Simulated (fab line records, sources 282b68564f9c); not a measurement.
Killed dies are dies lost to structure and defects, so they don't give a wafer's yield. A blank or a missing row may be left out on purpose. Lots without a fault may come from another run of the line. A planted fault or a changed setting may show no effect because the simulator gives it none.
A struck lot beside a sound one | flow rit_cmos | 14 steps out of a route of 202
Sound: wafers L801.2, L801.4, L801.5. Struck: wafers L803.2, L803.4, L803.6. The cause comes at the end.
At each step with rows: each side's tool, then ch and its chambers, then its first start. Under that, the readings that differ: sound wafers | struck wafers | difference of the means | sigmas: that difference in standard deviations of wafers without a fault.
alike: readings whose means differ by less than 2 such deviations, and words and numbers that are the same on both sides. not compared: withheld readings, readings that some wafer has no value for, bounds like >300 that may hide the same value, and numbers for which the record gives no deviation and whose values overlap.
The two part at a step that has a row with sigmas, a row that says differs or no value, or rows on one side only. Numbers that don't overlap but have no deviation are shown without sigmas and don't part them. A reading that every wafer of one side lacks parts them only if that side has two wafers or more.

first, 4 steps without rows for these wafers: RIT_PLDD_SOFTBAKE_02 (time 60 s); RIT_PLDD_EXPOSE_03 (exposes mask M8, target cd 40900 nm); RIT_PLDD_PEB_04; RIT_PLDD_DEVELOP_05 (develop time 50 s).
RIT_PLDD_OVL_MEAS_06:
  sound on overlay-01, day 6 16:43; struck on overlay-01, day 6 22:23
  alike: PLDD_OVL
then, 2 steps without rows for these wafers: RIT_PLDD_HARDBAKE_07 (time 60 s); RIT_PLDD_IMPLANT_08.
RIT_PLDD_STRIP_09: strips in O2, time 180 s.
  sound on plasma_asher-02 ch 0,1, day 6 17:02; struck on plasma_asher-03 ch 0,1, day 6 22:47
  alike: drypump_motor_current_A
  not compared: rf_hours_counter_h
RIT_PLDD_TW_MEAS_10:
  sound on film_metro-04, day 6 17:14; struck on film_metro-02, day 6 22:59
  reading | sound          | struck         | difference | sigmas
  PLDD_TW | 2374 2379 2374 | 2352 2347 2347 | -27        | -2
then, 3 steps without rows for these wafers: RIT_SPACER_CLEAN_00 (cleans in SC1, time 600 s); RIT_SPACER_CLEAN_01 (cleans in dHF, time 30 s); RIT_SPACER_CLEAN_02 (cleans in SC2, time 600 s).
RIT_SPACER_CVD_03: deposits Si3N4 from SiH2Cl2/NH3, target thk 250 nm, time 3300 s.
  sound on lpcvd-02 ch 1, day 6 17:39; struck on lpcvd-02 ch 1, day 6 23:23
  no value came back on the struck wafers for nh3_flow_sccm (sccm), pressure_mtorr (mTorr), susceptor_temp_C (C); on the sound wafers nh3_flow_sccm (sccm) reads 149.9 149.6 149.7
RIT_M1_PROBE_99:
  the record has rows for the sound wafers here (prober-01, day 7 07:12) and none for the struck ones

WHERE THEY PART
First at RIT_PLDD_TW_MEAS_10; last, within this record, at RIT_M1_PROBE_99.

WHY: what the simulator had put in
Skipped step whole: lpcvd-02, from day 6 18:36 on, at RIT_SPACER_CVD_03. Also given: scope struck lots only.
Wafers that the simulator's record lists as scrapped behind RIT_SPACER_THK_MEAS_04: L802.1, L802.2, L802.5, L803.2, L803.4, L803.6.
